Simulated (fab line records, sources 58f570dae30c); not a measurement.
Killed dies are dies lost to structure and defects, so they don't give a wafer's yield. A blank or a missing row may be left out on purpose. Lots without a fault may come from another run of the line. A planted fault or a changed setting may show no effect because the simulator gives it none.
Which tool did it? | flow berkeley_cmos170 | 15 lots, 45 wafers sampled, at 5 steps of a route of 331

WHAT THE GAUGES READ, wafer by wafer
UCB170_PWELL_OVL_MEAS_13.
lot  | measured    | on         | PWELL_OVL (nm)
L457 | day 3 08:26 | overlay-02 | 4 2 3
L458 | day 3 19:56 | overlay-01 | 4 6 0
L459 | day 4 03:05 | overlay-02 | 10 10 8
L461 | day 4 08:08 | overlay-02 | 5 7 -1
L465 | day 4 22:09 | overlay-02 | 6 3 12
L463 | day 4 22:25 | overlay-01 | 10 8 6
L464 | day 4 22:28 | overlay-02 | 3 6 4
L466 | day 5 09:05 | overlay-02 | 6 4 -4
L469 | day 5 18:16 | overlay-01 | 9 2 5
L468 | day 5 18:32 | overlay-02 | 10 -2 -1
L471 | day 6 06:04 | overlay-02 | 2 8 11
L470 | day 6 06:32 | overlay-01 | 1 -5 -7
L472 | day 6 13:25 | overlay-02 | 4 2 9
L473 | day 6 19:20 | overlay-01 | 3 7 10
L479 | day 8 19:11 | overlay-01 | 7 6 8

UCB170_SACOX_THK_MEAS_02.
lot  | measured     | on            | SACOX_OXIDE_THK (nm)
L457 | day 5 08:22  | film_metro-01 | 14.52 14.42 14.31
L458 | day 6 05:57  | film_metro-01 | 14.32 14.44 14.41
L459 | day 6 17:17  | film_metro-01 | 13.80 13.98 13.79
L461 | day 6 17:18  | film_metro-03 | 14.27 14.05 14.21
L465 | day 7 16:47  | film_metro-03 | 14.11 14.32 14.22
L463 | day 7 16:42  | film_metro-03 | 14.12 14.30 14.18
L464 | day 7 16:42  | film_metro-02 | 13.99 14.00 13.84
L466 | day 7 23:28  | film_metro-03 | 14.65 14.52 14.26
L469 | day 8 07:53  | film_metro-03 | 23.54 24.10 23.56 23.53 24.12 23.63
L468 | day 8 05:35  | film_metro-02 | 13.80 13.89 13.84
L471 | day 9 01:53  | film_metro-03 | 14.22 14.36 14.33
L470 | day 9 04:55  | film_metro-01 | 22.55 23.26 21.87 22.54 23.27 21.92
L472 | day 9 11:55  | film_metro-01 | 14.25 14.19 14.24
L473 | day 9 11:56  | film_metro-03 | 13.92 14.04 14.13
L479 | day 11 15:05 | film_metro-03 | 22.48 23.25 23.29 22.52 23.23 23.19

UCB170_V1_CD_MEAS_12: target cd 700 nm.
lot  | measured     | on        | cd_nm (nm)
L457 | day 8 04:43  | cd_sem-01 | 701.1 701.7 701.1
L458 | day 9 05:09  | cd_sem-01 | 700.4 699.3 699.5
L459 | day 9 19:50  | cd_sem-01 | 702.8 701.7 702.1
L461 | day 9 21:51  | cd_sem-02 | 697.7 698.9 699.1
L465 | day 10 03:48 | cd_sem-01 | 701.3 699.6 699.9
L463 | day 10 03:52 | cd_sem-02 | 701.0 699.4 698.2
L464 | day 10 03:38 | cd_sem-01 | 699.4 699.6 699.2
L466 | day 10 09:41 | cd_sem-02 | 698.6 698.6 697.8
L469 | day 10 20:29 | cd_sem-02 | 699.1 699.3 699.2
L468 | day 10 23:47 | cd_sem-02 | 696.9 696.4 696.9
L471 | day 11 18:54 | cd_sem-02 | 699.5 701.4 700.7
L470 | day 11 18:33 | cd_sem-02 | 699.3 699.7 699.3
L472 | day 12 03:59 | cd_sem-01 | 698.3 699.8 698.9
L473 | day 12 04:35 | cd_sem-01 | 699.9 701.4 700.5
L479 | day 14 19:47 | cd_sem-01 | 700.5 700.5 701.1

WHICH TOOL RAN EACH LOT (tool, then ch and the chambers of the sampled wafers, then the start)
lot  | UCB170_SACOX_OXIDATION_01                                     | UCB170_SILICIDE_SPUTTER_01
L457 | furnace-04 ch 0, day 5 06:38                                  | pvd_sputter-02, day 7 10:20
L458 | furnace-04 ch 0, day 6 04:17                                  | pvd_sputter-01, day 8 15:25
L459 | furnace-02 ch 0, day 6 15:37                                  | pvd_sputter-01, day 9 09:19
L461 | furnace-02 ch 0, day 6 15:37                                  | pvd_sputter-02, day 9 09:48
L465 | furnace-02 ch 0, day 7 15:01                                  | pvd_sputter-02, day 9 13:40
L463 | furnace-02 ch 0, day 7 15:01                                  | pvd_sputter-04, day 9 13:29
L464 | furnace-02 ch 0, day 7 15:01                                  | pvd_sputter-01, day 9 13:29
L466 | furnace-01 ch 0, day 7 21:48                                  | pvd_sputter-02, day 9 22:07
L469 | furnace-02 ch 0, day 8 03:55 and furnace-04 ch 0, day 8 06:13 | pvd_sputter-01, day 10 05:47
L468 | furnace-02 ch 0, day 8 03:55                                  | pvd_sputter-04, day 10 05:47
L471 | furnace-04 ch 0, day 9 00:14                                  | pvd_sputter-02, day 11 02:23
L470 | furnace-04 ch 0, day 9 00:14                                  | pvd_sputter-04, day 11 02:06
L472 | furnace-01 ch 0, day 9 10:16                                  | pvd_sputter-04, day 11 12:04
L473 | furnace-01 ch 0, day 9 10:16                                  | pvd_sputter-02, day 11 12:30
L479 | furnace-02 ch 0, day 11 10:24                                 | pvd_sputter-01, day 14 04:28
- UCB170_SACOX_OXIDATION_01: target thk 14.4 nm, ox time 2400 s.
- UCB170_SILICIDE_SPUTTER_01: material Ti, target thk 30 nm, time 25 s.

WHAT THE TOOLS THEMSELVES READ (means of the sampled wafers that have a number; where no wafer has one, the mark that the record gives instead)
UCB170_SILICIDE_SPUTTER_01.
lot  | tool           | cathode_dc_power_W (W) | throttle_valve_pct (%)
L457 | pvd_sputter-02 | 1500.0                 | 31.1
L458 | pvd_sputter-01 | 1500.3                 | 29.8
L459 | pvd_sputter-01 | 1499.7                 | 29.7
L461 | pvd_sputter-02 | 1499.9                 | 30.4
L465 | pvd_sputter-02 | 1500.1                 | 30.7
L463 | pvd_sputter-04 | 1499.8                 | 30.2
L464 | pvd_sputter-01 | 1500.2                 | 29.6
L466 | pvd_sputter-02 | 1500.1                 | 30.7
L469 | pvd_sputter-01 | 1500.1                 | 29.6
L468 | pvd_sputter-04 | 1500.1                 | 30.4
L471 | pvd_sputter-02 | 1500.1                 | 31.2
L470 | pvd_sputter-04 | 1500.2                 | 29.9
L472 | pvd_sputter-04 | 1500.0                 | 30.2
L473 | pvd_sputter-02 | 1500.2                 | 29.9
L479 | pvd_sputter-01 | 1500.1                 | 29.8

THE ANSWER, worked out from the rows above alone
Rule: what is usual is taken from the lots themselves. Put in order of their means at a reading, lots are off if they are a third of the lots or fewer, leave a main group of 4 or more, and stand apart from it by a gap of 3 or more times the standard deviation of the main group's means; of several such gaps the widest counts. A main group whose means are all the same, to the digits that the tables above print for the reading, isn't used. A lot without any number at a reading at which 4 lots or more have one is off too. The other lots that the step has rows for count as sound. The gauges are gone through in route order, then the tools' own readings, and for those a lot's mean is taken as printed above. The first step at which some lot is off is used, and at that step the reading that is off furthest; a lot without a number counts as furthest.
Off: L469, L470, L479, at UCB170_SACOX_THK_MEAS_02 (SACOX_OXIDE_THK). The main group: mean 14.17 nm, standard deviation 0.2.
A tool fits if, at a process step before that reading, it ran every lot that is off, and no sound lot after the first of them. The gauges at UCB170_SACOX_THK_MEAS_02 are tried like those tools. None of those tried fits.

WHAT THE SIMULATOR HAD PUT IN
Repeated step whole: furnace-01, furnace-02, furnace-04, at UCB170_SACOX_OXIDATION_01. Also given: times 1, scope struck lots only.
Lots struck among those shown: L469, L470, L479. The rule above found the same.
